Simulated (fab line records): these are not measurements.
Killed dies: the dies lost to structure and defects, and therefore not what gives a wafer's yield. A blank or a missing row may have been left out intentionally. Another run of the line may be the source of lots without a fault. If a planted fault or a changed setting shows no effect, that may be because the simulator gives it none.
fab line records	flow rit-cmos
record lots=6	wafers=18	last-day=8
route steps=202 shown GATE@83 M1@202
lots untouched by any fault: they come from a run of this same line in which no faults occurred
start-h: hours from the record's opening day to when the first of the lot's shown wafers began	wait-h: hours elapsed since this lot's preceding step	" identical to the entry in the row above	L1.1+2: a single row standing in for several wafers	- either no value or no given start	* or withheld: withheld	< > ~ a bound
route shown NAME@n: NAME is a module with steps in the file, n the number in the route of the first one	usual: mean/standard deviation taken from wafers without a fault	same: alike in all rows	chamber/n: place in a boat	sites: the reading at each site	_std_site: standard deviation across them	_edge_site: mean of outer sites minus mean of inner sites	radius-mm: how far each site lies from the wafer's centre	mask NAME#n: copy n	behind: the most recent tool/chamber to have shaped the wafer	hold: why the lot went on hold/how many hours it stayed there/how the hold came to an end	device: the n, p or np transistor that did not switch	end of line: the route-end tests of the same wafers	step lacking rows: just its recipe	killed: not the wafer's yield, but the dies lost to structure and defects at the first sort	map: a wafer's dies, marking killed ones x, the rest . and places with no die _
set.NAME: the setting the step ran with; set.NAME@STEP: the setting that earlier step ran with	model.NAME: the simulator's own value behind a step, which no gauge read
lots at some steps of the route; a table a step, a row a wafer
services: a tool's chamber out of use, with start hour (start-h, from the record's first day; less than 0 if before it), hours out, and reason
## steps
# step RIT_GATE_THK_MEAS_07
# recipe reads=SiO2_of_GATE_OXIDATION_05
# usual GATE_OXIDE_THK=2.99/0.061
lot.wafer	tool	chamber	start-h	wait-h	GATE_OXIDE_THK[nm]
L325.1	film-metro-02	-	48.01	0.0	3.08
L325.4	"	-	"	"	3.03
L325.6	"	-	"	"	3.09
L326.3	film-metro-04	-	51.22	0.0	3.07
L326.4	"	-	"	"	2.94
L326.5	"	-	"	"	3.07
L332.2	film-metro-04	-	81.33	0.0	3.03
L332.3	"	-	"	"	3.03
L332.5	"	-	"	"	2.99
L342.1	film-metro-02	-	129.06	0.0	3.02
L342.3	"	-	"	"	3.04
L342.6	"	-	"	"	3.00
L343.2	film-metro-03	-	133.49	0.0	2.95
L343.4	"	-	"	"	2.99
L343.5	"	-	"	"	2.91
L345.3	film-metro-02	-	145.06	0.0	3.05
L345.4	"	-	"	"	2.97
L345.5	"	-	"	"	3.03
# step RIT_GATE_CVD_08
# recipe material=poly-Si	target-thk-nm=250	temp-c=610	precursor=SiH4	time-s=2220	pressure-mtorr=300	sih4-flow-sccm=100
# step RIT_GATE_THK_MEAS_09
# recipe reads=poly-Si_of_GATE_CVD_08
# usual GATE_POLY_THK=248.9/2.7
lot.wafer	tool	chamber	start-h	wait-h	GATE_POLY_THK[nm]
L325.1	film-metro-03	-	50.77	0.0	250.0
L325.4	"	-	"	"	248.5
L325.6	"	-	"	"	249.6
L326.3	film-metro-04	-	52.90	0.0	249.3
L326.4	"	-	"	"	250.5
L326.5	"	-	"	"	250.4
L332.2	film-metro-03	-	83.01	0.0	251.4
L332.3	"	-	"	"	252.1
L332.5	"	-	"	"	250.4
L342.1	film-metro-02	-	130.73	0.0	243.6
L342.3	"	-	"	"	242.8
L342.6	"	-	"	"	244.8
L343.2	film-metro-02	-	135.17	0.0	249.8
L343.4	"	-	"	"	249.0
L343.5	"	-	"	"	250.3
L345.3	film-metro-02	-	146.74	0.0	250.0
L345.4	"	-	"	"	251.1
L345.5	"	-	"	"	252.0
# step RIT_GATE_HMDS_10
# recipe prime-time-s=60	prime-temp-c=140
# step RIT_GATE_COAT_11
# recipe resist=NOVOLAK	spin-rpm=4250	resist-thk-nm=850
# step RIT_GATE_SOFTBAKE_12
# recipe resist=NOVOLAK	temp-c=90	time-s=60
# step RIT_GATE_EXPOSE_13
# recipe mask-id=M6	na=0.6	source-shape=conventional	sigma-outer=0.6	target-cd-nm=150	dose-mj=380
# step RIT_GATE_PEB_14
# recipe resist=NOVOLAK	temp-c=withheld	time-s=withheld
# step RIT_GATE_DEVELOP_15
# recipe resist=NOVOLAK	develop-time-s=50	dev-temp-c=23
# step RIT_GATE_CD_MEAS_16
# recipe target-cd-nm=150
# usual cd-nm=149.2/2
lot.wafer	tool	chamber	start-h	wait-h	cd-nm
L325.1	cd-sem-01	-	51.82	-	149.5
L325.4	"	-	"	"	151.5
L325.6	"	-	"	"	151.1
L326.3	cd-sem-01	-	53.83	-	150.2
L326.4	"	-	"	"	151.6
L326.5	"	-	"	"	151.7
L332.2	cd-sem-02	-	84.05	-	146.5
L332.3	"	-	"	"	151.1
L332.5	"	-	"	"	147.9
L342.1	cd-sem-02	-	131.77	-	149.5
L342.3	"	-	"	"	151.7
L342.6	"	-	"	"	150.3
L343.2	cd-sem-01	-	136.09	-	145.8
L343.4	"	-	"	"	145.0
L343.5	"	-	"	"	146.3
L345.3	cd-sem-02	-	147.79	-	147.6
L345.4	"	-	"	"	148.4
L345.5	"	-	"	"	145.9
# step RIT_GATE_OVL_MEAS_17
# usual GATE_OVL=0.5/1.3
lot.wafer	tool	chamber	start-h	wait-h	GATE_OVL[nm]
L325.1	overlay-02	-	51.94	0.1	1.1
L325.4	"	-	"	"	0.0
L325.6	"	-	"	"	2.7
L326.3	overlay-02	-	53.92	0.1	-0.2
L326.4	"	-	"	"	0.6
L326.5	"	-	"	"	2.6
L332.2	overlay-01	-	84.16	0.1	1.1
L332.3	"	-	"	"	1.1
L332.5	"	-	"	"	0.4
L342.1	overlay-01	-	131.89	0.1	-2.0
L342.3	"	-	"	"	0.7
L342.6	"	-	"	"	-0.1
L343.2	overlay-01	-	136.19	0.1	-0.9
L343.4	"	-	"	"	-1.2
L343.5	"	-	"	"	-1.8
L345.3	overlay-01	-	147.88	0.1	0.6
L345.4	"	-	"	"	0.9
L345.5	"	-	"	"	0.0
# step RIT_GATE_HARDBAKE_18
# recipe resist=NOVOLAK	temp-c=140	time-s=60
# step RIT_GATE_ETCH_19
# recipe chemistry=SF6/CHF3/O2	time-s=165	SF6_flow_sccm=30	CHF3_flow_sccm=30	O2_flow_sccm=5	target=poly-Si	pressure-mtorr=40	rf-w=160	target-depth-a=3125	over-etch-frac=0.25	stop-on=SiO2
# usual O2_flow_sccm=4.999/0.015	drypump-motor-current-A=5.7/0.38	oes-product-au=0.841/0.015	over-etch-frac=0.25/0	throttle-valve-pct=10.17/0.16
lot.wafer	tool	chamber	start-h	wait-h	O2_flow_sccm	drypump-motor-current-A	oes-product-au	over-etch-frac	rf-hours-counter-h	throttle-valve-pct	model.NOVOLAK_of_GATE_COAT_11.thk-nm
L325.1	rie-si-01	2	52.15	0.1	4.997	4.9	0.840	0.25	38	10.53	663.3
L325.4	"	3	"	"	5.018	6.1	0.835	0.25	110	10.16	667.7
L325.6	"	1	"	"	4.999	5.5	0.859	0.25	-	10.33	666.1
L326.3	rie-si-02	2	54.10	0.1	4.981	6.1	0.832	0.25	56	10.01	668.7
L326.4	"	1	"	"	4.994	5.8	0.827	0.25	95	10.06	669.2
L326.5	"	0	"	"	4.998	5.7	0.840	0.25	-	10.14	674.6
L332.2	rie-si-02	0	84.34	0.1	5.004	5.7	0.842	0.25	134	10.14	678.7
L332.3	"	2	"	"	4.987	6.1	0.841	0.25	56	10.03	672
L332.5	"	1	"	"	4.997	5.8	0.831	0.25	-	10.06	671.1
L342.1	rie-si-02	2	132.07	0.1	5.000	6.1	0.820	0.25	57	10.02	669.1
L342.3	"	1	"	"	4.982	5.8	0.806	0.25	96	10.06	668.4
L342.6	"	0	"	"	4.994	5.7	0.831	0.25	-	10.15	676.6
L343.2	rie-si-01	2	136.37	0.1	5.001	5.0	0.841	0.25	39	10.51	662.2
L343.4	"	3	"	"	5.004	6.1	0.742	0.51922	111	10.16	649.5
L343.5	"	3	"	"	4.997	6.1	0.735	0.51922	-	10.17	648
L345.3	rie-si-01	3	148.06	0.1	4.966	6.1	0.740	0.51922	111	10.16	647
L345.4	"	1	"	"	4.988	5.5	0.861	0.25	63	10.34	663.7
L345.5	"	1	"	"	5.022	5.5	0.858	0.25	-	10.33	662.4
# step RIT_GATE_STRIP_20
# recipe chemistry=O2	time-s=180	resist=NOVOLAK	platen-temp-c=withheld	power-w=500	pressure-mtorr=4000	o2-flow-sccm=4000
# usual drypump-motor-current-A=5.7/0.34
lot.wafer	tool	chamber	start-h	wait-h	drypump-motor-current-A	rf-hours-counter-h
L325.1	plasma-asher-02	0	52.26	0.1	6.1	43
L325.4	"	0	"	"	6.1	-
L325.6	"	1	"	"	5.5	-
L326.3	plasma-asher-02	0	54.26	0.1	6.1	-
L326.4	"	1	"	"	5.5	-
L326.5	"	0	"	"	6.1	-
L332.2	plasma-asher-02	1	84.45	0.1	5.5	47
L332.3	"	0	"	"	6.1	-
L332.5	"	1	"	"	5.5	-
L342.1	plasma-asher-02	1	132.18	0.1	5.5	1
L342.3	"	0	"	"	6.1	-
L342.6	"	1	"	"	5.5	-
L343.2	plasma-asher-03	1	136.48	0.1	6.0	31
L343.4	"	1	"	"	5.9	-
L343.5	"	1	"	"	6.0	-
L345.3	plasma-asher-02	0	148.22	0.1	6.1	-
L345.4	"	1	"	"	5.5	-
L345.5	"	0	"	"	6.1	-
# step RIT_M1_PROBE_99
# usual killed-at-front-end=7/3.2	killed-dies=7/3.2	killed-open=3.5/2.1	killed-short=3.5/2.1
# same gross-dies=264	killed_at_M0_to_M3=0	killed_at_M4_up=0	killed-at-back-side=0	killed-at-contacts=0	killed-at-other=0
lot.wafer	tool	chamber	start-h	wait-h	killed-at-front-end	killed-dies	killed-open	killed-short	model.etest.pmos-turned.r-on-ohm-um	model.etest.pmos_0p15.r-on-ohm-um	model.etest.pmos_0p3.r-on-ohm-um	model.etest.pmos_0p15.drive-ua-um	model.etest.pmos-turned.drive-ua-um	model.etest.nmos-turned.drive-ua-um	model.etest.nmos_0p15.drive-ua-um	model.etest.pwell-pinched.rs-ohm-sq
L325.1	prober-02	-	72.98	0.1	9	9	2	7	3408	2767	6364	254.5	192.8	327.5	458	480.2
L325.4	prober-02	-	73.13	0.2	11	11	6	5	3427	2821	6355	249.2	192.2	327.6	455	477.4
L325.6	prober-02	-	73.23	0.2	8	8	4	4	3464	2861	6396	250.5	190.7	325.9	449.1	477.5
L326.3	prober-01	-	75.33	0.2	12	12	10	2	3441	2772	6364	252.9	185.2	305.5	453.5	455.7
L326.4	prober-01	-	75.38	0.2	14	14	4	10	3480	2790	6337	252.3	185.7	307.2	454.7	447.9
L326.5	prober-01	-	75.43	0.2	10	10	7	3	3432	2805	6347	251.9	188.1	315.6	453.6	455.3
L332.2	prober-01	-	104.62	0.1	5	5	5	0	3269	2637	6183	270	200.8	338.8	484.7	456.9
L332.3	prober-01	-	104.67	0.2	3	3	1	2	3368	2731	6194	259	194.6	325.3	467	457.1
L332.5	prober-01	-	104.77	0.2	10	10	9	1	3313	2692	6239	265.4	197	332.2	478	453.4
L342.1	prober-02	-	152.05	0.1	4	4	1	3	3466	2803	6426	251.1	189	317.9	457.6	467.2
L342.3	prober-02	-	152.15	0.2	7	7	3	4	3501	2842	6356	247.3	188	311.4	448.7	464.6
L342.6	prober-02	-	152.30	0.2	4	4	2	2	3394	2788	6314	256.9	192.4	325.4	459.9	464.1
L343.2	prober-01	-	165.84	0.1	7	7	2	5	3153	2532	6062	281.5	211.5	332.6	487.6	463.2
L343.4	prober-01	-	165.94	0.2	11	11	7	4	2900	2330	5812	316.1	239.2	353.6	510.4	477.1
L343.5	prober-01	-	165.99	0.2	11	11	5	6	2879	2338	5808	315	241.8	354.6	508.3	472
L345.3	prober-01	-	181.12	0.2	4	4	3	1	2950	2405	5934	305	233.2	363.9	500.7	474.4
L345.4	prober-01	-	181.17	0.2	4	4	0	4	3316	2680	6228	265.7	200.5	332.2	473.5	461.9
L345.5	prober-01	-	181.22	0.2	3	3	0	3	3189	2579	6164	276	207.6	345.5	483.2	458.6
# killed by level:class
L325.1 REOX:geometric-particle:short=3 FOX1:geometric-particle:short=2 GATE:geometric-particle:open=2 GATE:geometric-particle:short=2
L325.4 GATE:geometric-particle:open=3 GATE:geometric-particle:short=3 FOX1:geometric-particle:open=2 ACTIVE:geometric-particle:short=1 REOX:geometric-particle:short=1 REOX:geometric-particle:open=1
L325.6 FOX1:geometric-particle:short=2 FOX2:geometric-particle:open=2 FOX2:geometric-particle:short=2 GATE:geometric-particle:open=2
L326.3 FOX1:geometric-particle:open=3 GATE:geometric-particle:open=3 REOX:geometric-particle:open=2 SPACER:geometric-particle:open=2 FOX1:geometric-particle:short=1 SILICIDE:geometric-particle:short=1
L326.4 GATE:geometric-particle:short=7 GATE:geometric-particle:open=3 FOX1:geometric-particle:short=1 FOX2:geometric-particle:short=1 SPACER:geometric-particle:open=1 SILICIDE:geometric-particle:short=1
L326.5 GATE:geometric-particle:open=3 FOX1:geometric-particle:open=2 FOX1:geometric-particle:short=2 GATE:geometric-particle:short=1 SPACER:geometric-particle:open=1 SILICIDE:geometric-particle:open=1
L332.2 FOX1:geometric-particle:open=1 FOX2:geometric-particle:open=1 GATE:geometric-particle:open=1 SPACER:geometric-particle:open=1 SILICIDE:geometric-particle:open=1
L332.3 GATE:geometric-particle:short=2 GATE:geometric-particle:open=1
L332.5 GATE:geometric-particle:open=4 FOX1:geometric-particle:open=2 FOX1:geometric-particle:short=1 FOX2:geometric-particle:open=1 SILICIDE:geometric-particle:open=1 SPACER:geometric-particle:open=1
L342.1 GATE:geometric-particle:short=2 FOX2:geometric-particle:short=1 GATE:geometric-particle:open=1
L342.3 GATE:geometric-particle:open=2 SILICIDE:geometric-particle:short=2 FOX1:geometric-particle:short=1 GATE:geometric-particle:short=1 SPACER:geometric-particle:open=1
L342.6 GATE:geometric-particle:short=2 REOX:geometric-particle:open=1 SPACER:geometric-particle:open=1
L343.2 REOX:geometric-particle:short=2 FOX2:geometric-particle:open=1 GATE:geometric-particle:short=1 GATE:geometric-particle:open=1 SPACER:geometric-particle:short=1 SILICIDE:geometric-particle:short=1
L343.4 FOX1:geometric-particle:open=3 FOX1:geometric-particle:short=2 REOX:geometric-particle:open=2 FOX2:geometric-particle:open=1 GATE:geometric-particle:short=1 SPACER:geometric-particle:open=1 SPACER:geometric-particle:short=1
L343.5 FOX1:geometric-particle:short=2 GATE:geometric-particle:short=2 SILICIDE:geometric-particle:open=2 FOX1:geometric-particle:open=1 GATE:geometric-particle:open=1 REOX:geometric-particle:short=1 SPACER:geometric-particle:open=1 SILICIDE:geometric-particle:short=1
L345.3 FOX2:geometric-particle:open=2 FOX2:geometric-particle:short=1 REOX:geometric-particle:open=1
L345.4 REOX:geometric-particle:short=2 GATE:geometric-particle:short=1 SPACER:geometric-particle:short=1
L345.5 GATE:geometric-particle:short=2 FOX2:geometric-particle:short=1
## services
tool	chamber	start-h	hours	kind
rie-si-01	1	31.90	8.3	repair
plasma-asher-03	-	34.16	28.1	pm
plasma-asher-02	-	60.59	2.8	repair
rie-si-02	3	105.78	-	clean
rie-si-02	3	105.78	21.2	scheduled-down
rie-si-02	3	105.78	21.2	vent-cycle
plasma-asher-02	-	108.92	9.0	pm
plasma-asher-02	0	108.92	9.0	vent-cycle
plasma-asher-02	1	108.92	9.0	vent-cycle
plasma-asher-02	0	117.92	-	clean
plasma-asher-02	1	117.92	-	clean
rie-si-02	0	136.41	2.2	repair
rie-si-02	3	137.03	18.2	repair
## key
first-sign step=RIT_GATE_ETCH_19	reading=over-etch-frac	direction=up	sigmas=99+	usual=0.25	struck=0.51922
effect step=RIT_GATE_ETCH_19	reading=oes-product-au	direction=down	sigmas=7	usual=0.841	struck=0.739
model-effect step=RIT_GATE_ETCH_19	value=NOVOLAK_of_GATE_COAT_11.thk-nm	without=666.5	struck=648.2
model-effect step=RIT_M1_PROBE_99	value=etest.pmos-turned.r-on-ohm-um	without=3167	struck=2910
met-at RIT_GATE_ETCH_19
struck-wafers L343.4,L343.5,L345.3
tester-left-out L343,L345
onset-between 52.15 136.37
fault kind=process-parameter-drift	tool=rie-si-01	chamber=3	onset-h=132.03	steps=RIT_GATE_ETCH_19	channel=over-etch-frac	offset=0.26922	shape=step	end-h=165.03	stated=0.25
# tester-left-out: of these lots the tester's yield and bins aren't shown, on N5 and GAA mostly nor the transistor test; their killed dies are dies lost to structure and defects alone, not to doping, threshold or leakage, so they don't give the yield
